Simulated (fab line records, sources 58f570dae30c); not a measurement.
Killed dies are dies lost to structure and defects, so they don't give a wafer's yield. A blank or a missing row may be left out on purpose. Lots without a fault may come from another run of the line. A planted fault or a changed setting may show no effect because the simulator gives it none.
fab line records | flow berkeley_cmos170
record lots=14 wafers=42 last_day=13
route steps=331 shown START@4 NWELL@28 PVT@121 CONTACT@218
lots that met no fault: from a run of the same line without faults
start_h: hours from the record's first day to the start of the lot's first wafer shown | wait_h: hours since the lot's step before | " the same as in the row above | L1.1+2: a row that stands for several wafers | - no value, or no start given | * or withheld: withheld | < > ~ a bound
route shown NAME@n: a module of which the file shows steps, and the number in the route of the first | usual: mean/standard deviation of fault-free wafers | same: alike in all rows | chamber/n: place in a boat | sites: the reading at each site | _std_site: their standard deviation | _edge_site: outer sites' mean less inner sites' | radius_mm: how far each site lies from the wafer's centre | mask NAME#n: copy n | behind: the tool/chamber that last shaped the wafer | hold: why the lot was held/for how many hours/how that ended | device: the transistor (n, p or np) that didn't switch | end of line: the same wafers' tests at the end of the route | a step without rows: its recipe alone | killed: dies lost to structure and defects at the first sort, not the wafer's yield | map: a wafer's dies, x killed, . not, _ none there
set.NAME: the setting as run; set.NAME@STEP: as run at that earlier step | model.NAME: the simulator's own value behind a step, which no gauge read
steps of the route over a sample of lots; a table a step, a row a wafer
services: from which hour (start_h, from the record's first day; less than 0 if before it) a tool's chamber was out of use, for how many hours, and why
## steps
# step UCB170_START_THK_MEAS_03
# recipe reads=SiO2_of_START_OXIDATION_02
# usual START_OXIDE_THK=20.1/0.37
# columns lot.wafer tool chamber start_h wait_h START_OXIDE_THK[nm]
L133.2 film_metro-03 - 11.95 0.0 20.3
L133.3 " - " " 20.1
L133.5 " - " " 20.2
L134.3 film_metro-03 - 17.71 0.0 20.4
L134.4 " - " " 19.9
L134.5 " - " " 20.3
L135.2 film_metro-01 - 21.70 0.0 20.2
L135.3 " - " " 20.2
L135.5 " - " " 20.4
L136.1 film_metro-01 - 31.81 0.0 20.7
L136.3 " - " " 20.5
L136.5 " - " " 20.4
L137.1 film_metro-03 - 31.81 0.0 20.8
L137.3 " - " " 20.7
L137.5 " - " " 21.2
L138.1 film_metro-01 - 38.86 0.0 20.3
L138.2 " - " " 20.0
L138.3 " - " " 20.4
L139.2 film_metro-01 - 45.78 0.0 20.1
L139.4 " - " " 20.4
L139.6 " - " " 20.2
L142.3 film_metro-04 - 56.85 0.0 19.8
L142.4 " - " " 20.1
L142.6 " - " " 19.8
L150.1 film_metro-04 - 98.77 0.0 19.9
L150.4 " - " " 20.1
L150.6 " - " " 19.7
L151.3 film_metro-03 - 103.71 0.0 19.8
L151.4 " - " " 19.9
L151.6 " - " " 19.9
L153.1 film_metro-03 - 115.12 0.0 20.0
L153.2 " - " " 19.8
L153.3 " - " " 20.0
L154.1 film_metro-04 - 118.80 0.0 19.8
L154.5 " - " " 19.6
L154.6 " - " " 19.5
L155.3 film_metro-03 - 123.07 0.0 19.7
L155.4 " - " " 20.1
L155.5 " - " " 20.0
L156.1 film_metro-03 - 129.56 0.0 19.9
L156.3 " - " " 19.7
L156.6 " - " " 19.7
# step UCB170_NWELL_IMPLANT_14
# recipe species=P dose_cm2=1e+13 energy_kev=150 tilt_deg=6.719
# usual dose_ions_cm2=1e+13/1e+10 faraday_current_uA=31.7/0.65
# columns lot.wafer tool chamber start_h wait_h dose_ions_cm2 faraday_current_uA
L133.2 implanter-01 0 25.20 0.1 9.99e+12 31.5
L133.3 " 0 " " 9.984e+12 30.7
L133.5 " 0 " " 1.0006e+13 31.4
L134.3 implanter-01 0 30.50 0.1 1.0022e+13 33.1
L134.4 " 0 " " 1.0008e+13 31.3
L134.5 " 0 " " 1.0018e+13 30.8
L135.2 implanter-02 0 39.46 0.1 1.0006e+13 31.4
L135.3 " 0 " " 9.99e+12 32.2
L135.5 " 0 " " 1.0001e+13 31.3
L136.1 implanter-01 0 49.96 0.1 9.995e+12 31.1
L136.3 " 0 " " 9.985e+12 32.3
L136.5 " 0 " " 9.999e+12 32.1
L137.1 implanter-01 0 50.20 0.1 1.0011e+13 31.5
L137.3 " 0 " " 1.0009e+13 32.1
L137.5 " 0 " " 1.0014e+13 31.3
L138.1 implanter-03 0 58.11 0.1 1.001e+13 29.9
L138.2 " 0 " " 9.992e+12 31.7
L138.3 " 0 " " 9.994e+12 31.3
L139.2 implanter-01 0 64.73 0.1 6.365e+12 20.4
L139.4 " 0 " " 6.36e+12 20.1
L139.6 " 0 " " 6.357e+12 20.0
L142.3 implanter-01 0 73.05 0.1 6.374e+12 20.0
L142.4 " 0 " " 6.382e+12 20.5
L142.6 " 0 " " 6.374e+12 20.2
L150.1 implanter-03 0 117.20 0.1 9.997e+12 31.7
L150.4 " 0 " " 1.0006e+13 32.2
L150.6 " 0 " " 9.998e+12 32.8
L151.3 implanter-02 0 117.57 0.1 1.001e+13 31.8
L151.4 " 0 " " 1.0008e+13 31.9
L151.6 " 0 " " 1e+13 30.8
L153.1 implanter-03 0 131.97 0.1 1.0004e+13 31.5
L153.2 " 0 " " 9.988e+12 32.1
L153.3 " 0 " " 1.0002e+13 32.7
L154.1 implanter-03 0 138.19 0.1 1.001e+13 30.9
L154.5 " 0 " " 1.0006e+13 31.7
L154.6 " 0 " " 1.0011e+13 32.3
L155.3 implanter-03 0 142.68 0.1 1.0006e+13 32.3
L155.4 " 0 " " 9.998e+12 32.7
L155.5 " 0 " " 1.0004e+13 32.0
L156.1 implanter-03 0 149.52 0.1 9.997e+12 31.5
L156.3 " 0 " " 1.0009e+13 31.8
L156.6 " 0 " " 1.0003e+13 33.1
# step UCB170_NWELL_TW_MEAS_16
# usual NWELL_TW=1257/11
# columns lot.wafer tool chamber start_h wait_h NWELL_TW
L133.2 film_metro-03 - 25.44 0.1 1263
L133.3 " - " " 1270
L133.5 " - " " 1266
L134.3 film_metro-03 - 30.72 0.1 1268
L134.4 " - " " 1261
L134.5 " - " " 1264
L135.2 film_metro-02 - 39.70 0.1 1237
L135.3 " - " " 1239
L135.5 " - " " 1235
L136.1 film_metro-02 - 50.21 0.1 1242
L136.3 " - " " 1241
L136.5 " - " " 1245
L137.1 film_metro-04 - 50.45 0.1 1265
L137.3 " - " " 1266
L137.5 " - " " 1254
L138.1 film_metro-04 - 58.36 0.1 1264
L138.2 " - " " 1266
L138.3 " - " " 1262
L139.2 film_metro-02 - 64.97 0.1 1076
L139.4 " - " " 1080
L139.6 " - " " 1077
L142.3 film_metro-02 - 73.27 0.1 1074
L142.4 " - " " 1075
L142.6 " - " " 1071
L150.1 film_metro-03 - 117.45 0.1 1265
L150.4 " - " " 1265
L150.6 " - " " 1264
L151.3 film_metro-02 - 117.79 0.1 1240
L151.4 " - " " 1242
L151.6 " - " " 1243
L153.1 film_metro-03 - 132.22 0.1 1253
L153.2 " - " " 1260
L153.3 " - " " 1257
L154.1 film_metro-03 - 138.44 0.1 1258
L154.5 " - " " 1257
L154.6 " - " " 1260
L155.3 film_metro-02 - 142.90 0.1 1237
L155.4 " - " " 1240
L155.5 " - " " 1239
L156.1 film_metro-02 - 149.77 0.1 1246
L156.3 " - " " 1247
L156.6 " - " " 1245
# step UCB170_PVT_OVL_MEAS_06
# usual PVT_OVL=-2/5.2
# columns lot.wafer tool chamber start_h wait_h PVT_OVL[nm]
L133.2 overlay-01 - 101.54 - -2
L133.3 " - " " 5
L133.5 " - " " -1
L134.3 overlay-01 - 109.18 - -14
L134.4 " - " " -12
L134.5 " - " " -2
L136.1 overlay-01 - 122.87 - -5
L136.3 " - " " -5
L136.5 " - " " -1
L135.2 overlay-02 - 123.27 - -5
L135.3 " - " " 14
L135.5 " - " " 7
L137.1 overlay-01 - 123.54 - -2
L137.3 " - " " 0
L137.5 " - " " 1
L138.1 overlay-02 - 133.47 - -3
L138.2 " - " " -7
L138.3 " - " " 0
L139.2 overlay-02 - 142.72 - -5
L139.4 " - " " -2
L139.6 " - " " 0
L142.3 overlay-01 - 150.80 - 7
L142.4 " - " " 0
L142.6 " - " " 2
L150.1 overlay-02 - 197.64 - -3
L150.4 " - " " 3
L150.6 " - " " 4
L151.3 overlay-01 - 197.90 - -1
L151.4 " - " " -6
L151.6 " - " " -13
L153.1 overlay-01 - 222.86 - 3
L153.2 " - " " -8
L153.3 " - " " -1
L154.1 overlay-01 - 226.26 - -2
L154.5 " - " " -1
L154.6 " - " " -1
L155.3 overlay-02 - 226.59 - 1
L155.4 " - " " 1
L155.5 " - " " 5
L156.1 overlay-01 - 240.14 - 8
L156.3 " - " " -1
L156.6 " - " " 5
# step UCB170_CONTACT_THK_MEAS_02
# recipe reads=PSG_of_CONTACT_CVD_01
# usual CONTACT_PSG_THK=701/7
# columns lot.wafer tool chamber start_h wait_h CONTACT_PSG_THK[nm]
L133.2 film_metro-02 - 129.01 0.0 691
L133.3 " - " " 696
L133.5 " - " " 696
L134.3 film_metro-03 - 141.72 0.0 700
L134.4 " - " " 704
L134.5 " - " " 706
L136.1 film_metro-03 - 152.88 0.0 700
L136.3 " - " " 693
L136.5 " - " " 703
L137.1 film_metro-03 - 154.25 0.0 691
L137.3 " - " " 697
L137.5 " - " " 689
L135.2 film_metro-01 - 154.26 0.0 713
L135.3 " - " " 707
L135.5 " - " " 706
L138.1 film_metro-03 - 164.29 0.0 707
L138.2 " - " " 702
L138.3 " - " " 701
L139.2 film_metro-03 - 177.39 0.0 703
L139.4 " - " " 711
L139.6 " - " " 702
L142.3 film_metro-02 - 187.85 0.0 698
L142.4 " - " " 703
L142.6 " - " " 708
L150.1 film_metro-02 - 229.74 0.0 707
L150.4 " - " " 708
L150.6 " - " " 704
L151.3 film_metro-03 - 229.82 0.1 711
L151.4 " - " " 712
L151.6 " - " " 717
L153.1 film_metro-01 - 252.68 0.0 707
L153.2 " - " " 703
L153.3 " - " " 705
L154.1 film_metro-02 - 255.10 0.0 690
L154.5 " - " " 689
L154.6 " - " " 691
L155.3 film_metro-01 - 255.12 0.0 694
L155.4 " - " " 694
L155.5 " - " " 695
L156.1 film_metro-01 - 271.91 0.0 698
L156.3 " - " " 693
L156.6 " - " " 695
## services
# columns tool chamber start_h hours kind
implanter-03 - 8.26 5.0 repair
implanter-03 - 33.07 2.8 repair
implanter-01 - 41.00 2.0 repair
implanter-01 - 52.29 3.1 repair
implanter-02 - 61.51 5.1 pm
implanter-01 - 68.95 0.7 repair
implanter-03 - 111.10 3.2 pm
## key
first_sign step=UCB170_NWELL_IMPLANT_14 reading=dose_ions_cm2 direction=down sigmas=99+ usual=1e+13 struck=6.369e+12
effect step=UCB170_NWELL_IMPLANT_14 reading=faraday_current_uA direction=down sigmas=18 usual=31.7 struck=20.2
effect step=UCB170_NWELL_TW_MEAS_16 reading=NWELL_TW direction=down sigmas=16 usual=1257 struck=1075
met_at UCB170_NWELL_IMPLANT_14
struck_lots L139,L142
tester_left_out L139,L142
not_acting_at UCB170_START_THK_MEAS_03,UCB170_PVT_OVL_MEAS_06,UCB170_CONTACT_THK_MEAS_02
onset_between 50.20 64.73
fault kind=process_parameter_drift tool=implanter-01 chamber=- onset_h=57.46 steps=UCB170_NWELL_IMPLANT_14 channel=dose_cm2 offset=-3.6344e+12 shape=step end_h=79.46 acts_in=these_recipes_only stated=1e+13
# tester_left_out: of these lots the tester's yield and bins aren't shown, on N5 and GAA mostly nor the transistor test; their killed dies are dies lost to structure and defects alone, not to doping, threshold or leakage, so they don't give the yield
